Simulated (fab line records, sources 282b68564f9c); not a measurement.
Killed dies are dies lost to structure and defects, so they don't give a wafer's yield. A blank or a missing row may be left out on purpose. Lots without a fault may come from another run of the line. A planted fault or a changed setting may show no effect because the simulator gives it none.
fab line records | flow rit_cmos
record lots=5 wafers=23
route steps=202 shown SPACER@128 NSD@132 SDANNEAL@154 PLDD@159 SILICIDE@162 CONTACT@171
start_h: hours from the record's first day to the start of the lot's first wafer shown | wait_h: hours since the lot's step before | " the same as in the row above | L1.1+2: a row that stands for several wafers | - no value, or no start given | * or withheld: withheld | < > ~ a bound
route shown NAME@n: a module of which the file shows steps, and the number in the route of the first | usual: mean/standard deviation of fault-free wafers | same: alike in all rows | chamber/n: place in a boat | sites: the reading at each site | _std_site: their standard deviation | _edge_site: outer sites' mean less inner sites' | radius_mm: how far each site lies from the wafer's centre | mask NAME#n: copy n | behind: the tool/chamber that last shaped the wafer | hold: why the lot was held/for how many hours/how that ended | device: the transistor (n, p or np) that didn't switch | end of line: the same wafers' tests at the end of the route | a step without rows: its recipe alone | killed: dies lost to structure and defects at the first sort, not the wafer's yield | map: a wafer's dies, x killed, . not, _ none there
set.NAME: the setting as run; set.NAME@STEP: as run at that earlier step | model.NAME: the simulator's own value behind a step, which no gauge read
lots whose settings were changed on purpose; a table a step, a row a wafer
## steps
# step RIT_SPACER_CVD_03
# recipe material=Si3N4 target_thk_nm=250 temp_c=810 precursor=SiH2Cl2/NH3 time_s=3300 pressure_mtorr=300 sih2cl2_flow_sccm=60 nh3_flow_sccm=150
# columns lot.wafer tool chamber start_h wait_h set.temp_c model.Si3N4_of_SPACER_CVD_03.thk_nm
L078.1 - - - 0.0 788.1 166.3
L078.2 " - " " 788.1 168.1
L078.3 " - " " 788.1 169
L078.5 " - " " 788.1 168
L078.6 " - " " 788.1 167.6
L079.1 - - - 0.0 828.6 344.8
L079.2 " - " " 828.6 345.9
L079.3 " - " " 828.6 345.8
L079.5 " - " " 828.6 343.9
L079.6 " - " " 828.6 345.7
L080.2+6 lpcvd-01 0 81.21 0.0 810 249
L080.4 " 0 " " 810 248.2
L081.2 - - - 0.0 810 250.2
L081.3 " - " " 810 250
L081.4 " - " " 810 250.7
L081.5 " - " " 810 249.8
L081.6 " - " " 810 247.8
L085.1 - - - 0.0 817.3 286.9
L085.2 " - " " 817.3 284.4
L085.3 " - " " 817.3 283.5
L085.4 " - " " 817.3 284.9
L085.5 " - " " 817.3 284.6
# step RIT_SPACER_THK_MEAS_04
# recipe reads=Si3N4_of_SPACER_CVD_03
# usual SPACER_NITRIDE_THK=249.9/1.5
# columns lot.wafer tool chamber start_h wait_h set.temp_c@SPACER_CVD_03 SPACER_NITRIDE_THK[nm]
L078.1 film_metro-04 - - - 788.1 166.3
L078.2 " - " " 788.1 168.0
L078.3 " - " " 788.1 169.1
L078.5 " - " " 788.1 167.9
L078.6 " - " " 788.1 167.5
L079.1 film_metro-03 - - - 828.6 344.5
L079.2 " - " " 828.6 345.9
L079.3 " - " " 828.6 345.7
L079.5 " - " " 828.6 343.8
L079.6 " - " " 828.6 345.8
L080.2 film_metro-02 - 83.14 0.0 810 248.9
L080.4 " - " " 810 248.2
L080.6 " - " " 810 249.1
L081.2 film_metro-03 - - - 810 250.1
L081.3 " - " " 810 250.1
L081.4 " - " " 810 250.6
L081.5 " - " " 810 249.9
L081.6 " - " " 810 247.7
L085.1 film_metro-03 - - - 817.3 286.8
L085.2 " - " " 817.3 284.3
L085.3 " - " " 817.3 283.8
L085.4 " - " " 817.3 285.1
L085.5 " - " " 817.3 284.5
# step RIT_SPACER_ETCHBACK_05
# recipe target_depth_a=2500 SF6_flow_sccm=30 CHF3_flow_sccm=30 target=Si3N4 chemistry=SF6/CHF3 pressure_mtorr=40 rf_w=250 time_s=240 stop_on=SiO2
# usual oes_product_au=0.845/0.0088
# columns lot.wafer tool chamber start_h wait_h set.temp_c@SPACER_CVD_03 oes_product_au model.Si3N4_of_SPACER_CVD_03.thk_nm model.etch.depth_nm
L078.1 rie_diel-04 1 68.83 0.1 788.1 0.654 131 -
L078.2 " 2 " " 788.1 0.643 132.2 168.1
L078.3 " 3 " " 788.1 0.647 133 -
L078.5 " 2 " " 788.1 0.645 132.1 168
L078.6 " 1 " " 788.1 0.654 132 -
L079.1 rie_diel-01 1 74.17 0.1 828.6 0.999 268.9 -
L079.2 " 0 " " 828.6 1.012 270.6 314.7
L079.3 " 3 " " 828.6 1.000 270.5 314.8
L079.5 " 0 " " 828.6 1.002 269.6 -
L079.6 " 3 " " 828.6 1.011 269.7 -
L080.2 rie_diel-04 3 83.19 0.0 810 0.836 195.7 249
L080.4 " 0 " " 810 0.836 194.7 248.2
L080.6 " 2 " " 810 0.840 194.9 249
L081.2 rie_diel-03 1 89.13 0.0 810 0.840 195.9 250.2
L081.3 " 2 " " 810 0.834 196.8 250
L081.4 " 3 " " 810 0.874 196.5 250.7
L081.5 " 0 " " 810 0.839 195 249.8
L081.6 " 3 " " 810 0.860 194 247.8
L085.1 rie_diel-01 2 112.03 0.1 817.3 0.936 225.3 -
L085.2 " 1 " " 817.3 0.924 222.6 284.4
L085.3 " 0 " " 817.3 0.934 222.3 283.5
L085.4 " 3 " " 817.3 0.931 223.8 -
L085.5 " 2 " " 817.3 0.924 223.6 -
# step RIT_NSD_COAT_01
# recipe resist=NOVOLAK spin_rpm=3250 resist_thk_nm=1000
# columns lot.wafer tool chamber start_h wait_h set.spin_rpm model.NOVOLAK_of_NSD_COAT_01.thk_nm
L078.1 litho_track-03 0 69.13 0.1 3250 1004
L078.2 " 0 " " 3250 1002
L078.3 " 0 " " 3097 1028
L078.5 " 0 " " 3097 1026
L078.6 " 0 " " 3097 1025
L079.1+3 litho_track-02 0 74.54 0.1 3250 1002
L079.2+5 " 0 " " 3250 1003
L079.6 " 0 " " 3250 999.8
L080.2 litho_track-01 0 83.51 0.1 3250 1000
L080.4 " 0 " " 3250 1001
L080.6 " 0 " " 3250 996
L081.2 litho_track-03 0 89.48 0.1 3250 1003
L081.3 " 0 " " 3345 988.1
L081.4 " 0 " " 3345 991.2
L081.5 " 0 " " 3250 1001
L081.6 " 0 " " 3345 988.4
L085.1 litho_track-01 0 112.40 0.1 3443 973.6
L085.2 " 0 " " 3250 1003
L085.3 " 0 " " 3443 974.1
L085.4 " 0 " " 3250 1002
L085.5 " 0 " " 3250 1004
# step RIT_NSD_SOFTBAKE_02
# recipe resist=NOVOLAK temp_c=90 time_s=60
# step RIT_NSD_EXPOSE_03
# recipe mask_id=M9 na=0.57 target_cd_nm=40700 dose_mj=250
# step RIT_NSD_DEVELOP_05
# recipe resist=NOVOLAK develop_time_s=50 dev_temp_c=23
# step RIT_NSD_HARDBAKE_07
# recipe resist=NOVOLAK temp_c=140 time_s=60
# columns lot.wafer tool chamber start_h wait_h set.spin_rpm@NSD_COAT_01 model.NOVOLAK_of_NSD_COAT_01.thk_nm
L078.1 litho_track-01 0 69.99 0.0 3250 887.2
L078.2 " 0 " " 3250 885.3
L078.3 " 0 " " 3097 908
L078.5 " 0 " " 3097 906.8
L078.6 " 0 " " 3097 906
L079.1 litho_track-03 0 75.28 0.0 3250 885.7
L079.2 " 0 " " 3250 886.7
L079.3 " 0 " " 3250 885.4
L079.5 " 0 " " 3250 886.2
L079.6 " 0 " " 3250 883.5
L080.2 litho_track-01 0 84.25 0.0 3250 883.9
L080.4 " 0 " " 3250 884.5
L080.6 " 0 " " 3250 880.3
L081.2 litho_track-02 0 90.21 0.0 3250 886.5
L081.3 " 0 " " 3345 873.3
L081.4 " 0 " " 3345 876.1
L081.5 " 0 " " 3250 885
L081.6 " 0 " " 3345 873.7
L085.1 litho_track-03 0 113.14 0.0 3443 860.6
L085.2 " 0 " " 3250 886.3
L085.3 " 0 " " 3443 861.1
L085.4 " 0 " " 3250 885.7
L085.5 " 0 " " 3250 887.3
# step RIT_NSD_IMPLANT_08
# recipe species=P energy_kev=25 dose_cm2=1e+15 tilt_deg=7
# columns lot.wafer tool chamber start_h wait_h set.dose_cm2
L078.1+2+6 implanter-02 0 70.14 0.1 1e+15
L078.3+5 " 0 " " 9.51e+14
L079.1+3+5 implanter-01 0 75.43 0.1 1.022e+15
L079.2+6 " 0 " " 1e+15
L080.2+4+6 implanter-02 0 84.40 0.1 1e+15
L081.2+3+4+5+6 implanter-03 0 90.36 0.1 1e+15
L085.1+2+5 implanter-01 0 113.29 0.1 9.386e+14
L085.3+4 " 0 " " 1e+15
# step RIT_SDANNEAL_CLEAN_01
# recipe chemistry=dHF dilution=50:1 time_s=30
# columns lot.wafer tool chamber start_h wait_h set.time_s model.Si3N4_of_SPACER_CVD_03.thk_nm
L078.1 - - - 0.0 25.71 130.2
L078.2 " - " " 25.71 131.4
L078.3 " - " " 25.71 132.2
L078.5 " - " " 25.71 131.3
L078.6 " - " " 25.71 131.2
L079.1 - - - 0.0 34.34 268
L079.2 " - " " 34.34 269.7
L079.3 " - " " 34.34 269.6
L079.5 " - " " 34.34 268.7
L079.6 " - " " 34.34 268.8
L080.2 wet_bench-01 2 86.65 0.0 30 194.9
L080.4 " 2 " " 30 193.8
L080.6 " 2 " " 30 194.1
L081.2 - - - 0.0 30 195
L081.3 " - " " 30 195.9
L081.4 " - " " 30 195.7
L081.5 " - " " 30 194.2
L081.6 " - " " 30 193.1
L085.1 - - - 0.0 28.4 224.5
L085.2 " - " " 28.4 221.7
L085.3 " - " " 28.4 221.5
L085.4 " - " " 28.4 223
L085.5 " - " " 28.4 222.7
# step RIT_SDANNEAL_CLEAN_02
# recipe chemistry=SC2 mix=3:3:50 time_s=600 temp_c=75 dry=n2_spin
# step RIT_SDANNEAL_RTA_03
# recipe temp_c=1050 time_s=5 idle_temp_c=600 ramp_up_c_per_s=342 ramp_down_c_per_s=171 cool_to_c=600 ambient=N2
# step RIT_SDANNEAL_RS_MEAS_05
# recipe thk_meas_gauge=four-point-probe
# usual NSD_RS=84.43/0.24
# columns lot.wafer tool chamber start_h wait_h set.dose_cm2@NSD_IMPLANT_08 NSD_RS[ohm/sq]
L078.1 film_metro-03 - 72.49 0.1 1e+15 84.49
L078.2 " - " " 1e+15 84.56
L078.3 " - " " 9.51e+14 88.22
L078.5 " - " " 9.51e+14 87.63
L078.6 " - " " 1e+15 84.48
L079.1 film_metro-04 - 78.01 0.1 1.022e+15 82.77
L079.2 " - " " 1e+15 84.49
L079.3 " - " " 1.022e+15 82.95
L079.5 " - " " 1.022e+15 82.66
L079.6 " - " " 1e+15 84.34
L080.2 film_metro-03 - 87.04 0.1 1e+15 84.63
L080.4 " - " " 1e+15 84.23
L080.6 " - " " 1e+15 84.24
L081.2 film_metro-04 - 92.72 0.1 1e+15 84.75
L081.3 " - " " 1e+15 84.49
L081.4 " - " " 1e+15 84.90
L081.5 " - " " 1e+15 84.81
L081.6 " - " " 1e+15 84.66
L085.1 film_metro-04 - 115.82 0.1 9.386e+14 88.59
L085.2 " - " " 9.386e+14 88.73
L085.3 " - " " 1e+15 84.17
L085.4 " - " " 1e+15 84.27
L085.5 " - " " 9.386e+14 88.41
# step RIT_SDANNEAL_RS_MEAS_06
# recipe thk_meas_gauge=four-point-probe
# usual PLDD_RS=178.6/0.42
# columns lot.wafer tool chamber start_h wait_h set.energy_kev@PLDD_IMPLANT_08 PLDD_RS[ohm/sq]
L078.1 film_metro-03 - 72.61 0.1 20.62 176.6
L078.2 " - " " 20 178.8
L078.3 " - " " 20 178.3
L078.5 " - " " 20 178.6
L078.6 " - " " 20.62 176.7
L079.1 film_metro-04 - 78.13 0.1 21.02 174.6
L079.2 " - " " 21.02 174.9
L079.3 " - " " 20 178.0
L079.5 " - " " 20 177.9
L079.6 " - " " 21.02 174.6
L080.2 film_metro-03 - 87.16 0.1 20 179.2
L080.4 " - " " 20 178.9
L080.6 " - " " 20 179.2
L081.2 film_metro-04 - 92.84 0.1 20 179.2
L081.3 " - " " 18.85 182.5
L081.4 " - " " 18.85 183.2
L081.5 " - " " 18.85 182.0
L081.6 " - " " 20 178.7
L085.1 film_metro-04 - 115.94 0.1 20 178.5
L085.2 " - " " 21.05 175.2
L085.3 " - " " 20 178.9
L085.4 " - " " 20 178.7
L085.5 " - " " 21.05 175.3
# step RIT_SILICIDE_SPUTTER_01
# recipe material=Ti target_thk_nm=30 power_w=350 chamber_pressure_pa=0.667 gas=Ar time_s=240 substrate_temp_c=25
# columns lot.wafer tool chamber start_h wait_h set.time_s model.Ti_of_SILICIDE_SPUTTER_01.thk_nm
L078.1 pvd_sputter-04 - 72.87 0.0 240 29.7
L078.2 " - " " 214 26.81
L078.3 " - " " 240 29.85
L078.5 " - " " 214 26.74
L078.6 " - " " 214 26.8
L079.1 pvd_sputter-03 - 78.38 0.0 214.3 27.19
L079.2 " - " " 240 30.35
L079.3 " - " " 240 30.14
L079.5 " - " " 240 30.34
L079.6 " - " " 214.3 27.16
L080.2 pvd_sputter-04 - 87.39 0.0 240 29.87
L080.4 " - " " 240 29.93
L080.6 " - " " 240 29.81
L081.2 pvd_sputter-03 - 93.07 0.0 208.7 26.64
L081.3 " - " " 240 30.36
L081.4 " - " " 208.7 26.34
L081.5 " - " " 240 30.59
L081.6 " - " " 208.7 26.45
L085.1 pvd_sputter-03 - 116.19 0.0 240 29.94
L085.2 " - " " 240 30.11
L085.3 " - " " 240 30.31
L085.4 " - " " 240 30.46
L085.5 " - " " 240 30.41
# step RIT_SILICIDE_RS_MEAS_02
# recipe thk_meas_gauge=four-point-probe reads=Ti_of_SILICIDE_SPUTTER_01
# usual SILICIDE_TI_RS=47.7/0.49
# columns lot.wafer tool chamber start_h wait_h set.time_s@SILICIDE_SPUTTER_01 SILICIDE_TI_RS[ohm/sq]
L078.1 film_metro-02 - 73.02 0.1 240 48.4
L078.2 " - " " 214 55.1
L078.3 " - " " 240 48.3
L078.5 " - " " 214 55.4
L078.6 " - " " 214 55.1
L079.1 film_metro-02 - 78.53 0.1 214.3 54.2
L079.2 " - " " 240 47.2
L079.3 " - " " 240 47.6
L079.5 " - " " 240 47.2
L079.6 " - " " 214.3 54.2
L080.2 film_metro-01 - 87.56 0.1 240 48.1
L080.4 " - " " 240 48.0
L080.6 " - " " 240 48.2
L081.2 film_metro-01 - 93.24 0.1 208.7 55.6
L081.3 " - " " 240 47.3
L081.4 " - " " 208.7 56.3
L081.5 " - " " 240 46.8
L081.6 " - " " 208.7 56.1
L085.1 film_metro-01 - 116.34 0.1 240 48.1
L085.2 " - " " 240 47.6
L085.3 " - " " 240 47.2
L085.4 " - " " 240 47.0
L085.5 " - " " 240 47.0
# step RIT_SILICIDE_THK_MEAS_03
# recipe thk_meas_gauge=xrf reads=Ti_of_SILICIDE_SPUTTER_01
# usual SILICIDE_TI_THK=30.06/0.26
# columns lot.wafer tool chamber start_h wait_h set.time_s@SILICIDE_SPUTTER_01 SILICIDE_TI_THK[nm]
L078.1 film_metro-02 - 73.14 0.1 240 29.88
L078.2 " - " " 214 26.72
L078.3 " - " " 240 29.81
L078.5 " - " " 214 26.77
L078.6 " - " " 214 26.86
L079.1 film_metro-02 - 78.65 0.1 214.3 27.31
L079.2 " - " " 240 30.30
L079.3 " - " " 240 30.25
L079.5 " - " " 240 30.27
L079.6 " - " " 214.3 27.35
L080.2 film_metro-01 - 87.67 0.1 240 29.84
L080.4 " - " " 240 29.90
L080.6 " - " " 240 29.95
L081.2 film_metro-01 - 93.35 0.1 208.7 26.61
L081.3 " - " " 240 30.29
L081.4 " - " " 208.7 26.22
L081.5 " - " " 240 30.52
L081.6 " - " " 208.7 26.46
L085.1 film_metro-01 - 116.46 0.1 240 29.72
L085.2 " - " " 240 29.96
L085.3 " - " " 240 30.14
L085.4 " - " " 240 30.29
L085.5 " - " " 240 30.32
# step RIT_CONTACT_COAT_03
# recipe resist=NOVOLAK spin_rpm=3250 resist_thk_nm=1000
# columns lot.wafer tool chamber start_h wait_h set.resist_thk_nm model.NOVOLAK_of_CONTACT_COAT_03.thk_nm
L078.1 litho_track-04 0 73.64 0.1 1000 998.5
L078.2 " 0 " " 1000 997.2
L078.3 " 0 " " 1000 995.2
L078.5 " 0 " " 1000 996.1
L078.6 " 0 " " 1000 998.7
L079.1 litho_track-03 0 79.18 0.1 1000 1005
L079.2 " 0 " " 1000 1003
L079.3 " 0 " " 1048 1053
L079.5 " 0 " " 1048 1052
L079.6 " 0 " " 1048 1051
L080.2 litho_track-04 0 88.19 0.1 1000 1000
L080.4 " 0 " " 1000 999.7
L080.6 " 0 " " 1000 1003
L081.2 litho_track-04 0 93.86 0.1 1000 1002
L081.3 " 0 " " 1000 999.8
L081.4+6 " 0 " " 949.7 950.9
L081.5 " 0 " " 949.7 946.2
L085.1+2 litho_track-01 0 116.96 0.1 1000 1004
L085.3 " 0 " " 957 959.4
L085.4 " 0 " " 957 960
L085.5 " 0 " " 957 959.6
# step RIT_CONTACT_DEVELOP_07
# recipe resist=NOVOLAK develop_time_s=120 dev_temp_c=23
# columns lot.wafer tool chamber start_h wait_h set.develop_time_s
L078.1+5+6 litho_track-03 0 - - 120
L078.2+3 " 0 " " 108.5
L079.1+3 litho_track-03 0 - - 120
L079.2+5+6 " 0 " " 129.7
L080.2+4+6 litho_track-04 0 - - 120
L081.2+3+4+5+6 litho_track-04 0 - - 120
L085.1+2+3 litho_track-03 0 - - 131.1
L085.4+5 " 0 " " 120
# step RIT_CONTACT_HARDBAKE_10
# recipe resist=NOVOLAK temp_c=140 time_s=60
# columns lot.wafer tool chamber start_h wait_h set.resist_thk_nm@CONTACT_COAT_03 model.NOVOLAK_of_CONTACT_COAT_03.thk_nm
L078.1 litho_track-01 0 74.74 0.0 1000 882
L078.2 " 0 " " 1000 880.9
L078.3 " 0 " " 1000 879.1
L078.5 " 0 " " 1000 879.8
L078.6 " 0 " " 1000 882.2
L079.1 litho_track-03 0 80.27 0.0 1000 887.5
L079.2 " 0 " " 1000 885.9
L079.3 " 0 " " 1048 929.5
L079.5 " 0 " " 1048 928.8
L079.6 " 0 " " 1048 928.1
L080.2 litho_track-01 0 89.28 0.0 1000 883.7
L080.4 " 0 " " 1000 883.1
L080.6 " 0 " " 1000 886.1
L081.2 litho_track-04 0 94.96 0.0 1000 885.4
L081.3 " 0 " " 1000 883.1
L081.4 " 0 " " 949.7 840.4
L081.5 " 0 " " 949.7 836.2
L081.6 " 0 " " 949.7 840.3
L085.1 litho_track-04 0 118.12 0.1 1000 886.6
L085.2 " 0 " " 1000 887
L085.3 " 0 " " 957 847.7
L085.4 " 0 " " 957 848.3
L085.5 " 0 " " 957 848
# step RIT_CONTACT_ETCH_11
# recipe target_depth_a=4800 over_etch_frac=0.2 stop_on=TiSi2 chemistry=CHF3/CF4/Ar target=SiO2 CHF3_flow_sccm=50 cf4_flow_sccm=10 Ar_flow_sccm=100 O2_flow_sccm=5 pressure_mtorr=100 rf_w=200 time_s=320
# columns lot.wafer tool chamber start_h wait_h set.resist_thk_nm@CONTACT_COAT_03 set.develop_time_s@CONTACT_DEVELOP_07 model.NOVOLAK_of_CONTACT_COAT_03.thk_nm model.CONTACT.cd_nm
L078.1 rie_diel-02 0 74.89 0.1 1000 120 769.7 996.4
L078.2 " 1 " " 1000 108.5 763.4 988.5
L078.3 " 3 " " 1000 108.5 761.5 989.6
L078.5 " 0 " " 1000 120 767.7 999.3
L078.6 " 3 " " 1000 120 765 996.7
L079.1 rie_diel-01 3 80.42 0.1 1000 120 774.6 995.5
L079.2 " 2 " " 1000 129.7 771.3 1002
L079.3 " 1 " " 1048 120 811.8 991.3
L079.5 " 1 " " 1048 129.7 810.2 998.1
L079.6 " 2 " " 1048 129.7 814.2 998.4
L080.2 rie_diel-01 3 89.41 0.1 1000 120 771.2 993.1
L080.4 " 1 " " 1000 120 765.2 993.1
L080.6 " 2 " " 1000 120 772 994.8
L081.2 rie_diel-02 3 95.09 0.1 1000 120 766.7 999.7
L081.3 " 1 " " 1000 120 764.8 1000
L081.4 " 2 " " 949.7 120 726.1 1004
L081.5 " 2 " " 949.7 120 721.8 1004
L081.6 " 3 " " 949.7 120 721.1 1003
L085.1 rie_diel-02 3 118.27 0.1 1000 131.1 766.7 1005
L085.2 " 1 " " 1000 131.1 767.1 1006
L085.3 " 0 " " 957 131.1 734.4 1010
L085.4 " 3 " " 957 120 728.9 1002
L085.5 " 1 " " 957 120 728.4 1001
# step RIT_CONTACT_STRIP_12
# recipe chemistry=O2 time_s=180 resist=NOVOLAK platen_temp_c=withheld power_w=500 pressure_mtorr=4000 o2_flow_sccm=4000
# step RIT_CONTACT_CD_MEAS_90
# recipe target_cd_nm=1000
# usual cd_nm=998.0/2.1
# columns lot.wafer tool chamber start_h wait_h set.resist_thk_nm@CONTACT_COAT_03 set.develop_time_s@CONTACT_DEVELOP_07 cd_nm
L078.1 cd_sem-02 - 75.25 0.1 1000 120 996.5
L078.2 " - " " 1000 108.5 988.4
L078.3 " - " " 1000 108.5 989.7
L078.5 " - " " 1000 120 999.0
L078.6 " - " " 1000 120 996.6
L079.1 cd_sem-01 - 80.79 0.1 1000 120 995.1
L079.2 " - " " 1000 129.7 1002.3
L079.3 " - " " 1048 120 991.2
L079.5 " - " " 1048 129.7 998.0
L079.6 " - " " 1048 129.7 998.3
L080.2 cd_sem-02 - 89.80 0.1 1000 120 993.1
L080.4 " - " " 1000 120 993.3
L080.6 " - " " 1000 120 994.6
L081.2 cd_sem-02 - 95.48 0.1 1000 120 999.4
L081.3 " - " " 1000 120 1000.2
L081.4 " - " " 949.7 120 1004.1
L081.5 " - " " 949.7 120 1003.8
L081.6 " - " " 949.7 120 1003.7
L085.1 cd_sem-01 - 118.64 0.1 1000 131.1 1005.2
L085.2 " - " " 1000 131.1 1005.7
L085.3 " - " " 957 131.1 1009.7
L085.4 " - " " 957 120 1001.9
L085.5 " - " " 957 120 1001.2
## key
split step=RIT_SPACER_CVD_03 setting=temp_c stated=810 by=lot
response step=RIT_SPACER_CVD_03 reading=model.Si3N4_of_SPACER_CVD_03.thk_nm change=+35 per=1% r=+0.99
response step=RIT_SPACER_THK_MEAS_04 reading=SPACER_NITRIDE_THK change=+35 per=1% r=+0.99
response step=RIT_SPACER_ETCHBACK_05 reading=oes_product_au change=+0.0727 per=1% r=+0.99
response step=RIT_SPACER_ETCHBACK_05 reading=model.Si3N4_of_SPACER_CVD_03.thk_nm change=+27.2 per=1% r=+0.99
response step=RIT_SPACER_ETCHBACK_05 reading=model.etch.depth_nm change=+29.9 per=1% r=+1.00
split step=RIT_NSD_COAT_01 setting=spin_rpm stated=3250 by=wafer
response step=RIT_NSD_COAT_01 reading=model.NOVOLAK_of_NSD_COAT_01.thk_nm change=-4.89 per=1% r=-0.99
response step=RIT_NSD_HARDBAKE_07 reading=model.NOVOLAK_of_NSD_COAT_01.thk_nm change=-4.28 per=1% r=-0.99
split step=RIT_NSD_IMPLANT_08 setting=dose_cm2 stated=1e+15 by=wafer
response step=RIT_SDANNEAL_RS_MEAS_05 reading=NSD_RS change=-0.707 per=1% r=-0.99
split step=RIT_SDANNEAL_CLEAN_01 setting=time_s stated=30 by=lot
response step=RIT_SDANNEAL_CLEAN_01 reading=model.Si3N4_of_SPACER_CVD_03.thk_nm change=+4.3 per=1% r=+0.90
split step=RIT_SILICIDE_SPUTTER_01 setting=time_s stated=240 by=wafer
response step=RIT_SILICIDE_SPUTTER_01 reading=model.Ti_of_SILICIDE_SPUTTER_01.thk_nm change=+0.293 per=1% r=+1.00
response step=RIT_SILICIDE_RS_MEAS_02 reading=SILICIDE_TI_RS change=-0.66 per=1% r=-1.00
response step=RIT_SILICIDE_THK_MEAS_03 reading=SILICIDE_TI_THK change=+0.289 per=1% r=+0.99
split step=RIT_CONTACT_COAT_03 setting=resist_thk_nm stated=1000 by=wafer
response step=RIT_CONTACT_COAT_03 reading=model.NOVOLAK_of_CONTACT_COAT_03.thk_nm change=+10.2 per=1% r=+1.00
response step=RIT_CONTACT_HARDBAKE_10 reading=model.NOVOLAK_of_CONTACT_COAT_03.thk_nm change=+8.93 per=1% r=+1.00
response step=RIT_CONTACT_ETCH_11 reading=model.NOVOLAK_of_CONTACT_COAT_03.thk_nm change=+8.37 per=1% r=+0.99
response step=RIT_CONTACT_ETCH_11 reading=model.CONTACT.cd_nm slope=-0.895 per=1% together_with=develop_time_s@CONTACT_DEVELOP_07 explained=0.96
response step=RIT_CONTACT_CD_MEAS_90 reading=cd_nm slope=-0.863 per=1% together_with=develop_time_s@CONTACT_DEVELOP_07 explained=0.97
split step=RIT_CONTACT_DEVELOP_07 setting=develop_time_s stated=120 by=wafer
response step=RIT_CONTACT_ETCH_11 reading=model.CONTACT.cd_nm slope=+0.864 per=1% together_with=resist_thk_nm@CONTACT_COAT_03 explained=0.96
response step=RIT_CONTACT_CD_MEAS_90 reading=cd_nm slope=+0.86 per=1% together_with=resist_thk_nm@CONTACT_COAT_03 explained=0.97
split outside_this_file step=RIT_PLDD_IMPLANT_08 setting=energy_kev
# split outside_this_file: this setting was split too, and the file shows its column; the key of that split is in another file
